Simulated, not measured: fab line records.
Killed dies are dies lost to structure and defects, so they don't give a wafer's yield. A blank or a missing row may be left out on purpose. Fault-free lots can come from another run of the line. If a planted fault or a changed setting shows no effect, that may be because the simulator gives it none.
What tool caused it? || flow rit-cmos || 14 lots with 42 wafers sampled at 6 steps, on a route of 202 steps

WHAT THE GAUGES READ, wafer by wafer
RIT_FOX2_THK_MEAS_90.
{"lot": "L285", "measured": "day 1 21:49", "on": "film-metro-01", "FIELD_OXIDE_LEFT_1_THK (nm)": "325 322 327"}
{"lot": "L286", "measured": "day 2 01:04", "on": "film-metro-03", "FIELD_OXIDE_LEFT_1_THK (nm)": "321 325 322"}
{"lot": "L288", "measured": "day 2 13:55", "on": "film-metro-01", "FIELD_OXIDE_LEFT_1_THK (nm)": "319 317 317"}
{"lot": "L289", "measured": "day 2 17:02", "on": "film-metro-02", "FIELD_OXIDE_LEFT_1_THK (nm)": "331 325 323"}
{"lot": "L290", "measured": "day 2 23:11", "on": "film-metro-03", "FIELD_OXIDE_LEFT_1_THK (nm)": "326 327 321"}
{"lot": "L291", "measured": "day 3 03:48", "on": "film-metro-01", "FIELD_OXIDE_LEFT_1_THK (nm)": "337 326 325"}
{"lot": "L292", "measured": "day 3 07:26", "on": "film-metro-01", "FIELD_OXIDE_LEFT_1_THK (nm)": "323 323 320"}
{"lot": "L293", "measured": "day 3 14:27", "on": "film-metro-01", "FIELD_OXIDE_LEFT_1_THK (nm)": "323 327 327"}
{"lot": "L294", "measured": "day 3 18:49", "on": "film-metro-01", "FIELD_OXIDE_LEFT_1_THK (nm)": "322 325 328"}
{"lot": "L295", "measured": "day 4 04:08", "on": "film-metro-03", "FIELD_OXIDE_LEFT_1_THK (nm)": "328 324 326"}
{"lot": "L296", "measured": "day 4 04:08", "on": "film-metro-01", "FIELD_OXIDE_LEFT_1_THK (nm)": "327 322 323"}
{"lot": "L300", "measured": "day 4 23:48", "on": "film-metro-02", "FIELD_OXIDE_LEFT_1_THK (nm)": "320 330 329"}
{"lot": "L301", "measured": "day 5 06:49", "on": "film-metro-01", "FIELD_OXIDE_LEFT_1_THK (nm)": "320 317 314"}
{"lot": "L306", "measured": "day 6 06:02", "on": "film-metro-02", "FIELD_OXIDE_LEFT_1_THK (nm)": "330 330 325"}

RIT_PLDD_TW_MEAS_10.
{"lot": "L285", "measured": "day 2 22:57", "on": "film-metro-02", "PLDD_TW": "2283 2287 2287"}
{"lot": "L286", "measured": "day 3 05:44", "on": "film-metro-04", "PLDD_TW": "2352 2344 2342"}
{"lot": "L288", "measured": "day 3 15:28", "on": "film-metro-02", "PLDD_TW": "2283 2283 2288"}
{"lot": "L289", "measured": "day 3 18:05", "on": "film-metro-04", "PLDD_TW": "2344 2350 2352"}
{"lot": "L290", "measured": "day 4 03:08", "on": "film-metro-02", "PLDD_TW": "2294 2298 2295"}
{"lot": "L291", "measured": "day 4 03:35", "on": "film-metro-02", "PLDD_TW": "2305 2288 2290"}
{"lot": "L292", "measured": "day 4 08:44", "on": "film-metro-02", "PLDD_TW": "2289 2294 2301"}
{"lot": "L293", "measured": "day 4 18:02", "on": "film-metro-04", "PLDD_TW": "2344 2335 2329"}
{"lot": "L294", "measured": "day 5 01:46", "on": "film-metro-02", "PLDD_TW": "2314 2313 2313"}
{"lot": "L295", "measured": "day 5 04:18", "on": "film-metro-02", "PLDD_TW": "2293 2317 2301"}
{"lot": "L296", "measured": "day 5 07:35", "on": "film-metro-03", "PLDD_TW": "2283 2294 2278"}
{"lot": "L300", "measured": "day 6 00:08", "on": "film-metro-04", "PLDD_TW": "2227 2218 2211"}
{"lot": "L301", "measured": "day 6 08:14", "on": "film-metro-03", "PLDD_TW": "2292 2309 2297"}
{"lot": "L306", "measured": "day 7 06:26", "on": "film-metro-02", "PLDD_TW": "2171 2177 2172"}

RIT_SDANNEAL_RS_MEAS_06: measures by four-point-probe.
{"lot": "L285", "measured": "day 3 05:20", "on": "film-metro-04", "PLDD_RS (ohm/sq)": "179.4 179.4 178.7"}
{"lot": "L286", "measured": "day 3 12:10", "on": "film-metro-03", "PLDD_RS (ohm/sq)": "178.7 179.0 178.9"}
{"lot": "L288", "measured": "day 3 21:43", "on": "film-metro-04", "PLDD_RS (ohm/sq)": "178.6 179.1 178.9"}
{"lot": "L289", "measured": "day 4 02:34", "on": "film-metro-02", "PLDD_RS (ohm/sq)": "179.4 179.0 178.9"}
{"lot": "L290", "measured": "day 4 09:29", "on": "film-metro-04", "PLDD_RS (ohm/sq)": "178.2 179.0 179.2"}
{"lot": "L291", "measured": "day 4 11:21", "on": "film-metro-03", "PLDD_RS (ohm/sq)": "178.9 179.4 179.4"}
{"lot": "L292", "measured": "day 4 16:10", "on": "film-metro-04", "PLDD_RS (ohm/sq)": "178.6 178.4 179.0"}
{"lot": "L293", "measured": "day 5 00:32", "on": "film-metro-03", "PLDD_RS (ohm/sq)": "179.2 179.3 179.0"}
{"lot": "L294", "measured": "day 5 09:08", "on": "film-metro-04", "PLDD_RS (ohm/sq)": "178.0 178.4 178.1"}
{"lot": "L295", "measured": "day 5 10:37", "on": "film-metro-03", "PLDD_RS (ohm/sq)": "178.4 178.1 178.1"}
{"lot": "L296", "measured": "day 5 14:20", "on": "film-metro-02", "PLDD_RS (ohm/sq)": "178.9 178.7 179.0"}
{"lot": "L300", "measured": "day 6 06:26", "on": "film-metro-03", "PLDD_RS (ohm/sq)": "192.4 191.8 191.5"}
{"lot": "L301", "measured": "day 6 14:36", "on": "film-metro-02", "PLDD_RS (ohm/sq)": "179.6 179.0 179.3"}
{"lot": "L306", "measured": "day 7 13:03", "on": "film-metro-04", "PLDD_RS (ohm/sq)": "191.1 191.1 190.9"}

RIT_M1_OVL_MEAS_10.
{"lot": "L285", "measured": "day 3 10:09", "on": "overlay-02", "M1_OVL (nm)": "-0.1 -0.7 -0.7"}
{"lot": "L286", "measured": "day 3 16:47", "on": "overlay-02", "M1_OVL (nm)": "0.0 -0.1 1.3"}
{"lot": "L288", "measured": "day 4 02:27", "on": "overlay-02", "M1_OVL (nm)": "-1.2 -1.6 -2.3"}
{"lot": "L289", "measured": "day 4 07:20", "on": "overlay-02", "M1_OVL (nm)": "-0.8 -1.4 0.4"}
{"lot": "L290", "measured": "day 4 14:07", "on": "overlay-01", "M1_OVL (nm)": "-0.8 1.7 -1.1"}
{"lot": "L291", "measured": "day 4 15:59", "on": "overlay-01", "M1_OVL (nm)": "0.3 -0.9 0.2"}
{"lot": "L292", "measured": "day 4 20:52", "on": "overlay-02", "M1_OVL (nm)": "-0.4 0.1 -0.5"}
{"lot": "L293", "measured": "day 5 05:06", "on": "overlay-01", "M1_OVL (nm)": "-0.6 2.4 -0.8"}
{"lot": "L294", "measured": "day 5 13:57", "on": "overlay-02", "M1_OVL (nm)": "-1.3 -0.7 -0.2"}
{"lot": "L295", "measured": "day 5 15:25", "on": "overlay-01", "M1_OVL (nm)": "-0.6 1.3 -0.1"}
{"lot": "L296", "measured": "day 5 18:58", "on": "overlay-01", "M1_OVL (nm)": "-0.9 0.3 -0.8"}
{"lot": "L300", "measured": "day 6 11:09", "on": "overlay-02", "M1_OVL (nm)": "1.9 -0.2 -0.1"}
{"lot": "L301", "measured": "day 6 19:04", "on": "overlay-02", "M1_OVL (nm)": "-0.5 -0.4 1.6"}
{"lot": "L306", "measured": "day 7 17:49", "on": "overlay-02", "M1_OVL (nm)": "0.8 0.1 0.1"}

EACH LOT AND THE TOOL THAT RAN IT (in order: tool; ch and the chambers of the sampled wafers; start)
{"lot": "L285", "RIT_PLDD_IMPLANT_08": "implanter-04 ch 0, day 2 22:37", "RIT_SILICIDE_RTA_06": "rtp-anneal-02 ch 0, day 3 06:01"}
{"lot": "L286", "RIT_PLDD_IMPLANT_08": "implanter-04 ch 0, day 3 05:26", "RIT_SILICIDE_RTA_06": "rtp-anneal-01 ch 0, day 3 12:51"}
{"lot": "L288", "RIT_PLDD_IMPLANT_08": "implanter-01 ch 0, day 3 15:08", "RIT_SILICIDE_RTA_06": "rtp-anneal-01 ch 0, day 3 22:25"}
{"lot": "L289", "RIT_PLDD_IMPLANT_08": "implanter-04 ch 0, day 3 17:47", "RIT_SILICIDE_RTA_06": "rtp-anneal-02 ch 0, day 4 03:14"}
{"lot": "L290", "RIT_PLDD_IMPLANT_08": "implanter-01 ch 0, day 4 02:50", "RIT_SILICIDE_RTA_06": "rtp-anneal-01 ch 0, day 4 10:09"}
{"lot": "L291", "RIT_PLDD_IMPLANT_08": "implanter-04 ch 0, day 4 03:15", "RIT_SILICIDE_RTA_06": "rtp-anneal-02 ch 0, day 4 12:03"}
{"lot": "L292", "RIT_PLDD_IMPLANT_08": "implanter-04 ch 0, day 4 08:26", "RIT_SILICIDE_RTA_06": "rtp-anneal-01 ch 0, day 4 16:50"}
{"lot": "L293", "RIT_PLDD_IMPLANT_08": "implanter-01 ch 0, day 4 17:43", "RIT_SILICIDE_RTA_06": "rtp-anneal-02 ch 0, day 5 01:13"}
{"lot": "L294", "RIT_PLDD_IMPLANT_08": "implanter-02 ch 0, day 5 01:26", "RIT_SILICIDE_RTA_06": "rtp-anneal-01 ch 0, day 5 09:50"}
{"lot": "L295", "RIT_PLDD_IMPLANT_08": "implanter-02 ch 0, day 5 03:58", "RIT_SILICIDE_RTA_06": "rtp-anneal-02 ch 0, day 5 11:18"}
{"lot": "L296", "RIT_PLDD_IMPLANT_08": "implanter-02 ch 0, day 5 07:15", "RIT_SILICIDE_RTA_06": "rtp-anneal-01 ch 0, day 5 15:01"}
{"lot": "L300", "RIT_PLDD_IMPLANT_08": "implanter-02 ch 0, day 5 23:49", "RIT_SILICIDE_RTA_06": "rtp-anneal-01 ch 0, day 6 07:08"}
{"lot": "L301", "RIT_PLDD_IMPLANT_08": "implanter-04 ch 0, day 6 07:55", "RIT_SILICIDE_RTA_06": "rtp-anneal-02 ch 0, day 6 15:17"}
{"lot": "L306", "RIT_PLDD_IMPLANT_08": "implanter-02 ch 0, day 7 06:07", "RIT_SILICIDE_RTA_06": "rtp-anneal-01 ch 0, day 7 13:44"}
- RIT_PLDD_IMPLANT_08
- RIT_SILICIDE_RTA_06: time 10 s, ramp up 5 s, ramp down 10 s.

WHAT THE TOOLS THEMSELVES READ (means of the sampled wafers that have a number; where no wafer has one, the mark that the record gives instead)
RIT_PLDD_IMPLANT_08.
{"lot": "L285", "tool": "implanter-04", "beam-energy-keV": 19.998}
{"lot": "L286", "tool": "implanter-04", "beam-energy-keV": 20.003}
{"lot": "L288", "tool": "implanter-01", "beam-energy-keV": 20.004}
{"lot": "L289", "tool": "implanter-04", "beam-energy-keV": 20.009}
{"lot": "L290", "tool": "implanter-01", "beam-energy-keV": 19.992}
{"lot": "L291", "tool": "implanter-04", "beam-energy-keV": 20.002}
{"lot": "L292", "tool": "implanter-04", "beam-energy-keV": 19.992}
{"lot": "L293", "tool": "implanter-01", "beam-energy-keV": 20.007}
{"lot": "L294", "tool": "implanter-02", "beam-energy-keV": 20.002}
{"lot": "L295", "tool": "implanter-02", "beam-energy-keV": 19.998}
{"lot": "L296", "tool": "implanter-02", "beam-energy-keV": 19.998}
{"lot": "L300", "tool": "implanter-02", "beam-energy-keV": 16.398}
{"lot": "L301", "tool": "implanter-04", "beam-energy-keV": 19.993}
{"lot": "L306", "tool": "implanter-02", "beam-energy-keV": 16.404}

RIT_SILICIDE_RTA_06.
{"lot": "L285", "tool": "rtp-anneal-02", "wafer_temp_C_max": 755.1}
{"lot": "L286", "tool": "rtp-anneal-01", "wafer_temp_C_max": 753.2}
{"lot": "L288", "tool": "rtp-anneal-01", "wafer_temp_C_max": 753.3}
{"lot": "L289", "tool": "rtp-anneal-02", "wafer_temp_C_max": 754.5}
{"lot": "L290", "tool": "rtp-anneal-01", "wafer_temp_C_max": 752.5}
{"lot": "L291", "tool": "rtp-anneal-02", "wafer_temp_C_max": 755.1}
{"lot": "L292", "tool": "rtp-anneal-01", "wafer_temp_C_max": 752.6}
{"lot": "L293", "tool": "rtp-anneal-02", "wafer_temp_C_max": 753.9}
{"lot": "L294", "tool": "rtp-anneal-01", "wafer_temp_C_max": 753.1}
{"lot": "L295", "tool": "rtp-anneal-02", "wafer_temp_C_max": 755.5}
{"lot": "L296", "tool": "rtp-anneal-01", "wafer_temp_C_max": 753.0}
{"lot": "L300", "tool": "rtp-anneal-01", "wafer_temp_C_max": 752.5}
{"lot": "L301", "tool": "rtp-anneal-02", "wafer_temp_C_max": 754.8}
{"lot": "L306", "tool": "rtp-anneal-01", "wafer_temp_C_max": 753.2}

THE ANSWER, worked out from the rows above alone
Rule: the usual values come from the lots themselves. The widest of any qualifying gaps counts: lots, ordered by their means at a reading, are off when they make up no more than a third of the lots, leave a main group of 4 or more, and stand apart from it by 3 or more times the standard deviation of that group's means. A main group is skipped when, at the precision printed for the reading in the tables above, its means are all equal. A lot without any number at a reading at which 4 lots or more have one is off too. Any other lot the step has rows for is counted as sound. First the gauges in route order, then the tools' own readings, where a lot's mean is used as printed above. The first step at which some lot is off is used, and at that step the reading that is off furthest; a lot without a number counts as furthest.
Off: L300, L306, at RIT_SDANNEAL_RS_MEAS_06 (PLDD_RS). The main group has a mean of 178.9 ohm/sq with a standard deviation of 0.36.
A tool fits if, at a process step before that reading, it ran every lot that is off, and no sound lot after the first of them. The gauges at RIT_SDANNEAL_RS_MEAS_06 aren't tried: what is off there is off at RIT_PLDD_IMPLANT_08 too, on other tools, and a gauge's error can't cause that. One fits: RIT_PLDD_IMPLANT_08 on implanter-02. Its last sound lot is L296 (day 5 07:15), its first lot that is off L300 (day 5 23:49): a fault that began between those two fits.
The tool's own readings at RIT_PLDD_IMPLANT_08 bear it out: on the lots that are off they differ by more than 5 times the standard deviation of the sound lots' means. beam-energy-keV reads 16.401 there against 20.000 on the sound lots.

WHAT WAS PUT IN BY THE SIMULATOR
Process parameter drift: implanter-02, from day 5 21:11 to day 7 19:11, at RIT_PLDD_IMPLANT_08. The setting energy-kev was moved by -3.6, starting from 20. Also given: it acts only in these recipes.
Lots struck among those shown: L300, L306. The rule above reached the same finding.
